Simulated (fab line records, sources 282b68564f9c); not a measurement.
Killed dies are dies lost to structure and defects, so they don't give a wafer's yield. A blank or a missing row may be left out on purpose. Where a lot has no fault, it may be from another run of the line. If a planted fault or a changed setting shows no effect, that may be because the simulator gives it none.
Problem report in the 8D (eight disciplines) form, filled by code	flow rit-cmos	the parts of the form that need people (team, actions taken, sign-off) are left out

== 1. THE ISSUE ==
killed_at_M0_to_M3 at RIT_M1_PROBE_99 reads a mean of 255.8 on 4 wafers of 2 lots; wafers without a fault read 0.0 with a standard deviation of 0.083. That is +99 or more standard deviations from the usual mean.
Earliest sighting: wafer L559.3 on prober-01 at day 6 07:56. The record has a number at this step for 40 wafers belonging to 14 lots. Rule for "out", or "out of limits": more than 4 standard deviations from the usual mean. The other wafers with a number count as sound.

== 2. WHAT THIS IS AND IS NOT ==
question	is	is not
which readings at this step	killed_at_M0_to_M3, killed-dies, killed-on-rim	killed-at-front-end, killed-short
which lots	L559, L560	L545, L547, L548, L550, L555, L557, L558, L563, L564, L565, L566, L568
which wafers of those lots	all that have a number	-
read on which tools	prober-01, prober-02	-
when	from day 6 07:56	up to then (21 sound wafers); but 15 sound wafers of L563, L564, L565, L566, L568 came after

== 3. WHAT RULES OUT EACH SUSPECT ==
Counting: a tool at any process step up to the reading remains a suspect when it ran all the lots that are out and ran no sound lot after the first of those.
- litho-track-01 at RIT_M1_COAT_04 (resist thk 1300 nm): kept. Every lot that is out went through it, starting with L559 (day 6 04:22), and after that it ran no sound lot; the last sound lot it ran before then is L558 (day 6 01:01).
- plasma-asher-02 at RIT_M1_STRIP_14 (strips in O2, time 180 s): ruled out as a lasting fault. The sound lots L563, L564 went through it after L559, its earliest lot that is out (day 6 05:58).
After counting, what remains is litho-track-01 at RIT_M1_COAT_04.

== 4. THE CAUSE (what the simulator had put in) ==
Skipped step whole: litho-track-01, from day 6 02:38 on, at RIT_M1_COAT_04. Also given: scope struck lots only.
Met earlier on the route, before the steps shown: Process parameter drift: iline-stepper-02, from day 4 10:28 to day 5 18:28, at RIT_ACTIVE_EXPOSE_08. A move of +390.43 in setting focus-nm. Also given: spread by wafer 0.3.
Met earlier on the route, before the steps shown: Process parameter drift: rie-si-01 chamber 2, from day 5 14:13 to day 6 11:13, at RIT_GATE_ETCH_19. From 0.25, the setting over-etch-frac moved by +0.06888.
The count eliminated every tool but this one.

== 5. THE EFFECT CHAIN, in route order ==
Each row: a reading where the mean over the struck wafers with a number is more than 3 standard deviations away from the usual. Only readings whose record carries a usual standard deviation are examined. hours: median over the lots of the time between each lot's start at the first step of this table that gives one and its start at this step. sigmas: the change, counted in usual standard deviations.
hours	step	reading	usual	on struck wafers	change	sigmas
0	RIT_M1_PROBE_99	killed_at_M0_to_M3	0.0	255.8	+255.8	+99 or more
0	RIT_M1_PROBE_99	killed-dies	7	264	+257	+83
0	RIT_M1_PROBE_99	killed-on-rim	1.8	70.0	+68.2	+49
Process steps it contains:
- RIT_M1_PROBE_99
Readings that are blank on the struck wafers while sound wafers have them: chill-plate-temp-C at RIT_M1_COAT_04; dispense-pressure-kPa at RIT_M1_COAT_04; exhaust-pa at RIT_M1_COAT_04; cd-nm at RIT_M1_CD_MEAS_09.

== 6. HOW IT WOULD HAVE BEEN CAUGHT EARLIER ==
In this record the first reading out of limits was taken at day 6 07:56, 5 hours after the fault began at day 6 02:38.
Between RIT_M1_COAT_04 and RIT_M1_PROBE_99, RIT_M1_CD_MEAS_09 gave no cd-nm on the struck wafers, where sound wafers have one: a measuring or inspecting step that comes back empty is itself a sign.
At RIT_M1_COAT_04 the tool's readings are blank on the struck wafers, where sound wafers have them: an empty tool record is the first sign, and it was there at once.
Among the 2 lots that are out, L560 began RIT_M1_COAT_04 on litho-track-01 after day 6 07:56. It would have been spared by a hold on the tool at that moment.
